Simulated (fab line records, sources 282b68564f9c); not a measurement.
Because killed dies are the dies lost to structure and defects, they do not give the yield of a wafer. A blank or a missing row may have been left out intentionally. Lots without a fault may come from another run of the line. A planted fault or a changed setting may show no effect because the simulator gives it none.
Tool commonality check || flow rit-cmos || 14 lots and 42 wafers in the sample

## REASON IT WAS OPENED
At RIT_NRETRO_TW_MEAS_10 the reading NRETRO_TW is flagged on 2 of 14 lots. Wafers without a fault read 1062, standard deviation 11.
Rule: a lot gets a flag if all its wafers with a number sit over 4 standard deviations from that mean, or if no wafer of it has a number. As for the other lots, they are considered sound.

{"lot": "L319", "measured": "day 2 10:39", "on": "film-metro-04", "NRETRO_TW, wafer by wafer": "1056 1054 1060", "flag": ""}
{"lot": "L320", "measured": "day 2 15:53", "on": "film-metro-04", "NRETRO_TW, wafer by wafer": "1059 1062 1057", "flag": ""}
{"lot": "L321", "measured": "day 2 21:31", "on": "film-metro-03", "NRETRO_TW, wafer by wafer": "1053 1049 1052", "flag": ""}
{"lot": "L326", "measured": "day 3 21:28", "on": "film-metro-04", "NRETRO_TW, wafer by wafer": "873 870 871", "flag": "FLAGGED"}
{"lot": "L327", "measured": "day 4 03:25", "on": "film-metro-03", "NRETRO_TW, wafer by wafer": "877 877 869", "flag": "FLAGGED"}
{"lot": "L330", "measured": "day 4 18:40", "on": "film-metro-02", "NRETRO_TW, wafer by wafer": "1085 1079 1079", "flag": ""}
{"lot": "L331", "measured": "day 4 23:16", "on": "film-metro-03", "NRETRO_TW, wafer by wafer": "1051 1057 1064", "flag": ""}
{"lot": "L334", "measured": "day 5 15:32", "on": "film-metro-04", "NRETRO_TW, wafer by wafer": "1054 1049 1046", "flag": ""}
{"lot": "L336", "measured": "day 6 04:52", "on": "film-metro-04", "NRETRO_TW, wafer by wafer": "1061 1060 1056", "flag": ""}
{"lot": "L337", "measured": "day 6 06:51", "on": "film-metro-03", "NRETRO_TW, wafer by wafer": "1057 1060 1051", "flag": ""}
{"lot": "L338", "measured": "day 6 10:08", "on": "film-metro-02", "NRETRO_TW, wafer by wafer": "1077 1084 1079", "flag": ""}
{"lot": "L339", "measured": "day 6 15:47", "on": "film-metro-02", "NRETRO_TW, wafer by wafer": "1086 1079 1081", "flag": ""}
{"lot": "L340", "measured": "day 6 20:35", "on": "film-metro-04", "NRETRO_TW, wafer by wafer": "1058 1062 1062", "flag": ""}
{"lot": "L341", "measured": "day 7 01:01", "on": "film-metro-04", "NRETRO_TW, wafer by wafer": "1046 1050 1048", "flag": ""}
The numbers of the flagged lots are 873 on average: -189 against the usual, or -17 standard deviations.

## EACH LOT AND THE TOOL IT RAN ON
Before the reading, the record contains 2 process steps out of a 202-step route. Read each cell as the tool, then ch plus the chambers that the sampled wafers visited, then the start.
{"lot": "L319", "flag": "", "RIT_PWELL_STRIP_09": "plasma-asher-03 ch 0,1, day 2 03:29", "RIT_NRETRO_IMPLANT_08": "implanter-01 ch 0, day 2 10:19"}
{"lot": "L320", "flag": "", "RIT_PWELL_STRIP_09": "plasma-asher-03 ch 0,1, day 2 08:50", "RIT_NRETRO_IMPLANT_08": "implanter-04 ch 0, day 2 15:34"}
{"lot": "L321", "flag": "", "RIT_PWELL_STRIP_09": "plasma-asher-04 ch 0,1, day 2 14:28", "RIT_NRETRO_IMPLANT_08": "implanter-01 ch 0, day 2 21:11"}
{"lot": "L326", "flag": "FLAGGED", "RIT_PWELL_STRIP_09": "plasma-asher-03 ch 0,1, day 3 14:25", "RIT_NRETRO_IMPLANT_08": "implanter-01 ch 0, day 3 21:08"}
{"lot": "L327", "flag": "FLAGGED", "RIT_PWELL_STRIP_09": "plasma-asher-03 ch 0,1, day 3 20:09", "RIT_NRETRO_IMPLANT_08": "implanter-01 ch 0, day 4 03:05"}
{"lot": "L330", "flag": "", "RIT_PWELL_STRIP_09": "plasma-asher-04 ch 0,1, day 4 11:29", "RIT_NRETRO_IMPLANT_08": "implanter-03 ch 0, day 4 18:20"}
{"lot": "L331", "flag": "", "RIT_PWELL_STRIP_09": "plasma-asher-03 ch 0,1, day 4 16:08", "RIT_NRETRO_IMPLANT_08": "implanter-03 ch 0, day 4 22:59"}
{"lot": "L334", "flag": "", "RIT_PWELL_STRIP_09": "plasma-asher-03 ch 0,1, day 5 08:22", "RIT_NRETRO_IMPLANT_08": "implanter-04 ch 0, day 5 15:13"}
{"lot": "L336", "flag": "", "RIT_PWELL_STRIP_09": "plasma-asher-03 ch 0,1, day 5 21:41", "RIT_NRETRO_IMPLANT_08": "implanter-03 ch 0, day 6 04:34"}
{"lot": "L337", "flag": "", "RIT_PWELL_STRIP_09": "plasma-asher-04 ch 0,1, day 5 23:40", "RIT_NRETRO_IMPLANT_08": "implanter-03 ch 0, day 6 06:32"}
{"lot": "L338", "flag": "", "RIT_PWELL_STRIP_09": "plasma-asher-04 ch 0,1, day 6 02:59", "RIT_NRETRO_IMPLANT_08": "implanter-04 ch 0, day 6 09:52"}
{"lot": "L339", "flag": "", "RIT_PWELL_STRIP_09": "plasma-asher-03 ch 0,1, day 6 08:37", "RIT_NRETRO_IMPLANT_08": "implanter-01 ch 0, day 6 15:28"}
{"lot": "L340", "flag": "", "RIT_PWELL_STRIP_09": "plasma-asher-04 ch 0,1, day 6 12:33", "RIT_NRETRO_IMPLANT_08": "implanter-01 ch 0, day 6 20:16"}
{"lot": "L341", "flag": "", "RIT_PWELL_STRIP_09": "plasma-asher-04 ch 0,1, day 6 17:29", "RIT_NRETRO_IMPLANT_08": "implanter-03 ch 0, day 7 00:41"}
What the steps here do:
- RIT_PWELL_STRIP_09: strips in O2, time 180 s.
- RIT_NRETRO_IMPLANT_08
- RIT_NRETRO_TW_MEAS_10

## FLAGGED OVER TOTAL, TOOL BY TOOL (the gauges that took the reading come last)
{"step": "RIT_PWELL_STRIP_09", "tool": "plasma-asher-03", "lots run": 8, "flagged": 2, "share of the flagged lots": "all", "sound lots run after its first flagged lot": "4 (L331,L334,L336,L339)"}
{"step": "RIT_PWELL_STRIP_09", "tool": "plasma-asher-04", "lots run": 6, "flagged": 0, "share of the flagged lots": "none", "sound lots run after its first flagged lot": "-"}
{"step": "RIT_NRETRO_IMPLANT_08", "tool": "implanter-01", "lots run": 6, "flagged": 2, "share of the flagged lots": "all", "sound lots run after its first flagged lot": "2 (L339,L340)"}
{"step": "RIT_NRETRO_IMPLANT_08", "tool": "implanter-03", "lots run": 5, "flagged": 0, "share of the flagged lots": "none", "sound lots run after its first flagged lot": "-"}
{"step": "RIT_NRETRO_IMPLANT_08", "tool": "implanter-04", "lots run": 3, "flagged": 0, "share of the flagged lots": "none", "sound lots run after its first flagged lot": "-"}
{"step": "RIT_NRETRO_TW_MEAS_10", "tool": "film-metro-02", "lots run": 3, "flagged": 0, "share of the flagged lots": "none", "sound lots run after its first flagged lot": "-"}
{"step": "RIT_NRETRO_TW_MEAS_10", "tool": "film-metro-03", "lots run": 4, "flagged": 1, "share of the flagged lots": "some", "sound lots run after its first flagged lot": "2 (L331,L337)"}
{"step": "RIT_NRETRO_TW_MEAS_10", "tool": "film-metro-04", "lots run": 7, "flagged": 1, "share of the flagged lots": "some", "sound lots run after its first flagged lot": "4 (L334,L336,L340,L341)"}

## WHAT THE TABLE ALLOWS
Table rows that saw every flagged lot: 2, namely plasma-asher-03 at RIT_PWELL_STRIP_09 and implanter-01 at RIT_NRETRO_IMPLANT_08.
- plasma-asher-03 at RIT_PWELL_STRIP_09 ran 8 lots, 2 of them flagged. Sound lots ran on it after the first flagged one (L331, L334, L336, L339), which a lasting fault on the whole tool wouldn't allow.
- implanter-01 at RIT_NRETRO_IMPLANT_08 ran 6 lots, 2 of them flagged. Sound lots ran on it after the first flagged one (L339, L340), which a lasting fault on the whole tool wouldn't allow. Its own readings (dose-ions-cm2, faraday-current-uA) fall more than 4 standard deviations out on all wafers of the flagged lots.
Every row of the table either missed a flagged lot or ran a sound lot after the first.

## WHAT THE SIMULATOR HAD PUT IN
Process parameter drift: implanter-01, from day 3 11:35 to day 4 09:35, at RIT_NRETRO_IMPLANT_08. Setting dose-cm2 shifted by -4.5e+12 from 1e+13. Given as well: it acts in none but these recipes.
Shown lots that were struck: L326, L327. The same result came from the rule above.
